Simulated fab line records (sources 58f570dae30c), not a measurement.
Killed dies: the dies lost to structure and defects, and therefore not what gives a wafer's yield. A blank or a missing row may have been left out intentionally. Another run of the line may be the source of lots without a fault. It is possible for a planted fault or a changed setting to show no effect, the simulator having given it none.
Struck lot and sound lot, side by side | flow berkeleyCmos170 | 15 steps out of a route of 331
Sound: the wafers L889.3, L889.4, L889.5. Struck: wafers L898.2, L898.5, L898.6. The cause comes at the end.
Per side, at each step with rows, come the tool, then ch with its chambers, and then its first start. Under that, the readings that differ: sound wafers | struck wafers | difference of the means | sigmas: that difference in standard deviations of wafers without a fault.
alike: words and numbers the same on both sides, and readings whose means are apart by under 2 such deviations; not compared: readings that were withheld, readings missing a value for some wafer, numbers with overlapping values and no deviation given by the record, and bounds like >300 which may hide the same value.
Wherever a step has rows on one side only, a row that says differs or no value, or a row with sigmas, the two part there. Non-overlapping numbers with no deviation appear without sigmas and do not part them. A reading missing from all wafers of one side parts the sides only when that side holds two or more wafers.

first, 1 step without rows for these wafers: UCB170_PLDD_IMPLANT_09.
UCB170_PLDD_STRIP_10: strips in O2.
  sound on plasmaAsher-04 ch 0,1, day 7 10:52; struck on plasmaAsher-01 ch 0,1, day 9 01:51
  alike: drypumpMotorCurrentA, o2FlowSccm, oesProductAu, stripTimeToEndpointS
  not compared: rfHoursCounterH
UCB170_PLDD_TW_MEAS_11:
  sound on filmMetro-02 at day 7 10:57; struck on filmMetro-03 at day 9 01:58
  alike: PLDD_TW
then, 7 steps without rows for these wafers: UCB170_PLDD_CLEAN_12 (cleans in SPM, time 600 s); UCB170_NLDD_HMDS_00 (prime time 60 s); UCB170_NLDD_COAT_01 (resist thk 900 nm); UCB170_NLDD_SOFTBAKE_02 (time 60 s); UCB170_NLDD_EXPOSE_03 (exposes mask NSELECT, target cd 1200 nm); UCB170_NLDD_PEB_04; UCB170_NLDD_DEVELOP_05 (develop time 45 s).
UCB170_NLDD_CD_MEAS_06 targets a cd of 1200 nm.
  sound on cdSem-02 at day 7 14:07; struck on cdSem-01 at day 9 03:23
  alike: cdNm
UCB170_NLDD_OVL_MEAS_07:
  sound on overlay-02 at day 7 14:13; struck on overlay-01 at day 9 03:29
  alike: NLDD_OVL
UCB170_NLDD_IMPLANT_08:
  sound on implanter-01 ch 0, day 7 14:17; struck on implanter-02 ch 0, day 9 03:32
reading           | sound             | struck            | difference | sigmas
tiltDeg (degrees) | 7.013 7.028 7.033 | 7.493 7.479 7.466 | +0.455     | +24
then, 2 steps without rows for these wafers: UCB170_NLDD_IMPLANT_09; UCB170_M3_PROBE_99.

WHERE THEY PART
UCB170_NLDD_IMPLANT_08 only, going by this record.

WHY: whatever the simulator had introduced
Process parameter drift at UCB170_NLDD_IMPLANT_08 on implanter-02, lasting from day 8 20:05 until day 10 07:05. The setting tiltDeg was moved by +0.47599, starting from 7. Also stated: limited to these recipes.
